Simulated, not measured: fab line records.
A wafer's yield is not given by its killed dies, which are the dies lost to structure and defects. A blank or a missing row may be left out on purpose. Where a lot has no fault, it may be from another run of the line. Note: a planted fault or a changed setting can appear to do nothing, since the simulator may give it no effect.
Which of the tools did it? | flow berkeley-cmos170 | at 1 step of a route of 331, 7 lots with 21 wafers sampled

WHAT THE GAUGES SHOWED, per wafer
UCB170_PVT_OVL_MEAS_06.
lot  | measured     | on         | PVT_OVL (nm)
L637 | day 6 23:47  | overlay-01 | 0 -4 -1
L640 | day 7 00:20  | overlay-02 | -4 1 0
L643 | day 8 05:20  | overlay-01 | 5 12 8
L652 | day 10 00:20 | overlay-01 | 10 6 11
L654 | day 10 13:14 | overlay-02 | 10 -7 5
L657 | day 11 09:34 | overlay-02 | 5 6 3
L659 | day 11 10:22 | overlay-01 | 7 12 3

WHICH TOOL RAN EACH LOT (tool, then ch and the chambers of the sampled wafers, then the start)
The record shows no process step preceding these readings.

THE ANSWER, worked out from the rows above alone
Rule: usual is defined by the lots themselves. The widest of any qualifying gaps counts: lots, ordered by their means at a reading, are off when they make up no more than a third of the lots, leave a main group of 4 or more, and stand apart from it by 3 or more times the standard deviation of that group's means. The tables above print the reading to a certain number of digits; a main group whose means all agree to those digits is not used. A lot without any number at a reading at which 4 lots or more have one is off too. The other lots that the step has rows for count as sound.
Across all readings shown, no lot is off: no conclusion can be drawn from this.

WHAT THE SIMULATOR HAD INSERTED
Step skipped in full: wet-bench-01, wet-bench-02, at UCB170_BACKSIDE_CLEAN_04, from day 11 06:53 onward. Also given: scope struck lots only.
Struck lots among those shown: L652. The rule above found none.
